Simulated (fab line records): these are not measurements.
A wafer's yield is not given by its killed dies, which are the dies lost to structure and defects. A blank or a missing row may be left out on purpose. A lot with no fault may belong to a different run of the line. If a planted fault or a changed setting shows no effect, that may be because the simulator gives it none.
The tool behind it: which one? -- flow berkeleyCmos170 -- Sampling: 15 lots, 45 wafers, 5 of 331 route steps

## WHAT EACH GAUGE READ, for each wafer
UCB170_V2_THK_MEAS_01.
lot,measured,on,V2_TEOS_THK (nm)
L389,day 8 18:24,filmMetro-02,2001 2033 2027
L388,day 8 21:13,filmMetro-03,1976 1975 2015
L395,day 9 18:02,filmMetro-02,2025 2027 2028
L392,day 10 01:34,filmMetro-03,2000 2018 2019
L390,day 10 02:15,filmMetro-03,1971 2004 2006
L393,day 10 02:17,filmMetro-02,2016 1989 2003
L396,day 10 02:23,filmMetro-04,2012 2027 2015
L391,day 10 02:41,filmMetro-04,1974 2032 2015
L397,day 10 03:03,filmMetro-03,1965 1980 1977
L399,day 10 13:37,filmMetro-03,1992 2037 1991
L401,day 11 11:25,filmMetro-04,1990 1996 2002
L404,day 11 11:55,filmMetro-03,1962 1968 1986
L405,day 12 04:51,filmMetro-03,2006 1993 2054
L409,day 12 16:56,filmMetro-04,1938 1989 1985
L411,day 12 18:10,filmMetro-04,2001 2052 2005

UCB170_M3_CD_MEAS_15 targets a cd of 700 nm.
lot,measured,on,cdNm (nm)
L389,day 9 02:41,cdSem-02,702.1 701.3 701.5
L388,day 9 06:03,cdSem-01,700.5 701.1 699.8
L395,day 10 02:18,cdSem-02,699.9 699.8 700.7
L392,day 10 09:11,cdSem-01,700.9 698.9 700.6
L390,day 10 09:28,cdSem-01,698.7 701.2 699.0
L393,day 10 09:44,cdSem-02,702.0 700.4 699.9
L396,day 10 09:45,cdSem-01,701.3 701.7 703.0
L391,day 10 10:02,cdSem-02,702.2 701.6 702.9
L397,day 10 10:10,cdSem-01,701.3 702.0 700.9
L399,day 10 20:11,cdSem-02,700.7 700.0 700.9
L401,day 11 17:32,cdSem-02,700.0 701.2 699.4
L404,day 11 17:46,cdSem-02,702.0 700.9 701.5
L405,day 12 10:20,cdSem-01,699.9 700.8 699.3
L409,day 12 21:38,cdSem-01,699.7 699.8 698.8
L411,day 12 22:38,cdSem-01,701.0 701.3 699.7

UCB170_M3_CD_MEAS_90 targets a cd of 700 nm.
lot,measured,on,cdNm (nm)
L389,day 9 03:10,cdSem-01,706 701 708
L388,day 9 06:32,cdSem-01,700 704 701
L395,day 10 02:47,cdSem-02,705 705 705
L392,day 10 09:40,cdSem-01,701 692 698
L390,day 10 09:56,cdSem-01,704 704 699
L393,day 10 10:13,cdSem-02,700 698 696
L396,day 10 10:17,cdSem-01,698 703 699
L391,day 10 10:31,cdSem-01,703 701 705
L397,day 10 10:39,cdSem-01,701 700 699
L399,day 10 20:40,cdSem-01,699 699 700
L401,day 11 18:13,cdSem-02,706 707 706
L404,day 11 18:14,cdSem-01,695 696 692
L405,day 12 10:49,cdSem-02,696 700 701
L409,day 12 22:07,cdSem-02,701 700 703
L411,day 12 23:08,cdSem-01,701 702 695

## TOOL THAT RAN EACH LOT (tool first, then ch and the chambers of the sampled wafers, then the start)
lot,UCB170_M3_COAT_05,UCB170_M3_STRIP_07
L389,"lithoTrack-04 ch 0, day 8 22:20","plasmaAsher-03 ch 0,1, day 8 22:38"
L388,"lithoTrack-01 ch 0, day 9 03:07","plasmaAsher-03 ch 0,1, day 9 03:25"
L395,"lithoTrack-01 ch 0, day 9 23:19","plasmaAsher-03 ch 0,1, day 9 23:35"
L392,"lithoTrack-02 ch 0, day 10 06:26","plasmaAsher-01 ch 0,1, day 10 06:43"
L390,"lithoTrack-04 ch 0, day 10 07:01","plasmaAsher-02 ch 0,1, day 10 07:18"
L393,"lithoTrack-02 ch 0, day 10 07:23","plasmaAsher-01 ch 0,1, day 10 07:41"
L396,"lithoTrack-04 ch 0, day 10 07:25","plasmaAsher-02 ch 0,1, day 10 07:43"
L391,"lithoTrack-01 ch 0, day 10 07:46","plasmaAsher-01 ch 0,1, day 10 08:02"
L397,"lithoTrack-02 ch 0, day 10 07:50","plasmaAsher-02 ch 0,1, day 10 08:08"
L399,"lithoTrack-02 ch 0, day 10 17:20","plasmaAsher-02 ch 0,1, day 10 17:37"
L401,"lithoTrack-01 ch 0, day 11 14:49","plasmaAsher-02 ch 0,1, day 11 15:05"
L404,"lithoTrack-01 ch 0, day 11 16:08","plasmaAsher-02 ch 0,1, day 11 16:26"
L405,"lithoTrack-01 ch 0, day 12 08:08","plasmaAsher-03 ch 0,1, day 12 08:26"
L409,"lithoTrack-04 ch 0, day 12 20:02","plasmaAsher-02 ch 0,1, day 12 20:20"
L411,"lithoTrack-04 ch 0, day 12 21:07","plasmaAsher-02 ch 0,1, day 12 21:24"
- UCB170_M3_COAT_05: resist thk 900 nm.
- UCB170_M3_STRIP_07: strips in O2.

## WHAT THE TOOLS THEMSELVES READ (means of the sampled wafers that have a number; where no wafer has one, the mark that the record gives instead)
UCB170_M3_COAT_05.
lot,tool,exhaustPa (Pa),spinSpeedRpm (rpm)
L389,lithoTrack-04,46.0,1500.8
L388,lithoTrack-01,44.8,1501.3
L395,lithoTrack-01,45.0,1500.3
L392,lithoTrack-02,45.7,1500.6
L390,lithoTrack-04,44.3,1499.6
L393,lithoTrack-02,44.8,1500.0
L396,lithoTrack-04,44.8,1498.7
L391,lithoTrack-01,45.1,1499.5
L397,lithoTrack-02,45.2,1501.1
L399,lithoTrack-02,45.5,1499.8
L401,lithoTrack-01,45.1,1612.7
L404,lithoTrack-01,45.6,1610.2
L405,lithoTrack-01,43.5,1612.0
L409,lithoTrack-04,44.2,1500.2
L411,lithoTrack-04,44.9,1499.8

UCB170_M3_STRIP_07.
lot,tool,chamberPressureMTorr (mTorr),drypumpMotorCurrentA (A),o2FlowSccm (sccm),oesProductAu (a.u.),stripTimeToEndpointS (s)
L389,plasmaAsher-03,3504,5.4,399.1,0.738,22.05
L388,plasmaAsher-03,3499,5.3,401.0,0.739,21.90
L395,plasmaAsher-03,3501,5.3,400.3,0.738,21.95
L392,plasmaAsher-01,3497,6.0,400.9,0.733,21.96
L390,plasmaAsher-02,3501,6.0,399.5,0.732,22.05
L393,plasmaAsher-01,3499,6.0,400.7,0.733,22.03
L396,plasmaAsher-02,3500,6.2,399.7,0.739,21.97
L391,plasmaAsher-01,3499,6.0,399.2,0.736,21.94
L397,plasmaAsher-02,3500,6.2,399.7,0.736,21.94
L399,plasmaAsher-02,3501,6.2,400.7,0.734,21.97
L401,plasmaAsher-02,3498,6.2,399.9,0.728,21.19
L404,plasmaAsher-02,3503,6.0,399.6,0.735,21.15
L405,plasmaAsher-03,3498,5.3,401.0,0.736,21.10
L409,plasmaAsher-02,3497,6.0,400.0,0.732,21.96
L411,plasmaAsher-02,3501,6.0,401.7,0.732,22.06

## THE ANSWER, worked out from the rows above alone
Rule: usual is defined by the lots themselves. Put in order of their means at a reading, lots are off if they are a third of the lots or fewer, leave a main group of 4 or more, and stand apart from it by a gap of 3 or more times the standard deviation of the main group's means; of several such gaps the widest counts. Not used: any main group whose means are identical at the precision the tables above print for the reading. Also off: a lot with no number at a reading for which 4 or more lots have one. All remaining lots with rows at the step are treated as sound. After the gauges, taken in route order, come the tools' own readings; for these a lot's mean is taken, as printed above. At the first step where some lot is off, the reading lying furthest off is the one used; lots without a number count as furthest.
Off: L401, L404, L405, at UCB170_M3_COAT_05 (spinSpeedRpm). The main group has a mean of 1500.1 rpm with a standard deviation of 0.71.
A tool fits if, at that step or a process step before it, it ran every lot that is off, and no sound lot after the first of them. One fits: UCB170_M3_COAT_05 on lithoTrack-01. Its last sound lot is L391 (day 10 07:46), its first lot that is off L401 (day 11 14:49): a fault that began between those two fits.
On the lots that are off, the tool's own readings at UCB170_M3_COAT_05 differ by more than 5 times the standard deviation of the sound lots' means, which bears it out; spinSpeedRpm reads 1611.6 rpm there versus 1500.1 rpm on the sound lots.

## WHAT HAD BEEN PUT IN BY THE SIMULATOR
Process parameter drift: lithoTrack-01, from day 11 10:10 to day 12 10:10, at UCB170_M3_COAT_05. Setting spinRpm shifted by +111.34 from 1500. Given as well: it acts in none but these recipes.
Shown lots that were struck: L401, L404, L405. The rule given above showed the same thing.
